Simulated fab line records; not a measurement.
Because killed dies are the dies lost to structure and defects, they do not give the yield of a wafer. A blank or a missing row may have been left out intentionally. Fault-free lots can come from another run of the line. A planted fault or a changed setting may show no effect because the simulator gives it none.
Which tool did it? ; flow ritCmos ; Sampling: 14 lots, 42 wafers, 2 of 202 route steps

WHAT THE GAUGES READ, wafer by wafer
No reading from a measuring or inspecting step in the record can be judged against a usual standard deviation.

WHICH TOOL RAN EACH LOT (tool, then ch and the chambers of the sampled wafers, then the start)
lot;RIT_PLDD_STRIP_09;RIT_M1_PROBE_99
L928;plasmaAsher-02 ch 0,1, day 2 19:30;prober-02, day 3 09:01
L930;plasmaAsher-03 ch 0,1, day 3 07:40;prober-02, day 4 01:31
L931;plasmaAsher-02 ch 0,1, day 3 09:49;prober-01, day 4 01:25
L932;plasmaAsher-02 ch 0,1, day 3 15:16;prober-01, day 4 05:07
L935;plasmaAsher-04 ch 0,1, day 4 06:47;prober-02, day 4 20:22
L936;plasmaAsher-04 ch 0,1, day 4 13:20;prober-01, day 5 04:22
L937;plasmaAsher-03 ch 0,1, day 4 15:29;prober-02, day 5 10:37
L938;plasmaAsher-03 ch 0,1, day 4 21:50;prober-01, day 5 13:59
L939;plasmaAsher-02 ch 0,1, day 5 02:53;prober-02, day 5 16:44
L940;plasmaAsher-03 ch 0,1, day 5 08:40;prober-01, day 5 22:40
L941;plasmaAsher-03 ch 1, day 5 17:17;prober-02, day 6 06:53
L949;plasmaAsher-02 ch 0,1, day 7 05:34;prober-02, day 7 20:20
L950;plasmaAsher-02 ch 0,1, day 7 09:44;prober-01, day 7 23:10
L951;plasmaAsher-04 ch 0,1, day 7 17:21;prober-02, day 8 07:38
- RIT_PLDD_STRIP_09: strips in O2, time 180 s.
- RIT_M1_PROBE_99

WHAT THE TOOLS THEMSELVES READ (means of the sampled wafers that have a number; where no wafer has one, the mark that the record gives instead)
RIT_PLDD_STRIP_09. Usual: chamberPressureMTorr 4000 mTorr, standard deviation 3.4; drypumpMotorCurrentA 5.90 A, standard deviation 0.22; o2FlowSccm 4001 sccm, standard deviation 13.
lot;tool;chamberPressureMTorr (mTorr);drypumpMotorCurrentA (A);o2FlowSccm (sccm);flag
L928;plasmaAsher-02;4004;5.84;4005;
L930;plasmaAsher-03;3998;5.89;3992;
L931;plasmaAsher-02;4002;5.85;4003;
L932;plasmaAsher-02;4003;5.84;4017;
L935;plasmaAsher-04;4002;6.19;4015;
L936;plasmaAsher-04;3999;6.02;4002;
L937;plasmaAsher-03;4001;5.74;4003;
L938;plasmaAsher-03;3997;5.88;4000;
L939;plasmaAsher-02;4001;5.82;3998;
L940;plasmaAsher-03;3999;5.73;4797;OFF
L941;plasmaAsher-03;3998;6.04;4794;OFF
L949;plasmaAsher-02;4001;5.85;4000;
L950;plasmaAsher-02;4001;5.82;3993;
L951;plasmaAsher-04;4002;6.21;3998;

RIT_M1_PROBE_99. Usual: killed_at_M0_to_M3 0.0, standard deviation 0.083; killedAtContacts 0.1, standard deviation 0.31; killedAtFrontEnd 7, standard deviation 3.3; killedDies 7, standard deviation 3.3; killedOpen 3.4, standard deviation 2.2; killedShort 3.5, standard deviation 2.
lot;tool;killed_at_M0_to_M3;killedAtContacts;killedAtFrontEnd;killedDies;killedOpen;killedShort;flag
L928;prober-02;0.0;0.0;5;5;3.3;2.0;
L930;prober-02;0.0;0.0;8;8;3.0;5.0;
L931;prober-01;0.3;0.0;7;7;3.7;3.3;OFF
L932;prober-01;0.0;0.0;6;6;2.3;3.3;
L935;prober-02;0.0;0.0;8;8;2.7;5.7;
L936;prober-01;0.0;0.0;6;6;3.0;3.3;
L937;prober-02;0.0;0.3;11;11;5.7;5.7;
L938;prober-01;0.0;0.0;9;9;4.7;4.0;
L939;prober-02;0.0;0.0;8;8;3.7;4.0;
L940;prober-01;0.0;0.0;10;10;3.3;5.0;
L941;prober-02;0.0;0.0;6;6;1.7;4.0;
L949;prober-02;0.0;0.0;6;6;2.3;3.7;
L950;prober-01;0.0;0.3;4;4;1.3;3.0;
L951;prober-02;0.0;0.0;6;6;2.0;4.0;

THE ANSWER, worked out from the rows above alone
Rule: take the mean of a lot's wafers that have a number; if it is more than 3 standard deviations from the usual mean, the lot is off. Also off: a lot with no number at a reading for which 4 or more lots have one. The other lots that the step has rows for count as sound. After the gauges, taken in route order, come the tools' own readings; for these a lot's mean is taken, as printed above. At the first step where some lot is off, the reading lying furthest off is the one used; lots without a number count as furthest.
Off at RIT_PLDD_STRIP_09 (o2FlowSccm): L940, L941.
If a tool, at that step or one of the process steps before it, ran each lot that is off and ran no sound lot following the first of them, it fits. One fits: plasmaAsher-03 at RIT_PLDD_STRIP_09. A fault onset in the window from L938 (day 4 21:50, its last sound lot) to L940 (day 5 08:40, its first lot off) fits.
The tool's own readings at RIT_PLDD_STRIP_09 bear it out: on the lots that are off they differ by more than 5 times the standard deviation of the sound lots' means. o2FlowSccm reads 4796 sccm there against 4002 sccm on the sound lots.

WHAT WAS PUT IN BY THE SIMULATOR
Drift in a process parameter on plasmaAsher-03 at RIT_PLDD_STRIP_09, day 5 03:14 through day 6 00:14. The setting o2FlowSccm was moved by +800, starting from 4000. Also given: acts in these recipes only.
Struck lots among those shown: L940, L941. The same result came from the rule above.
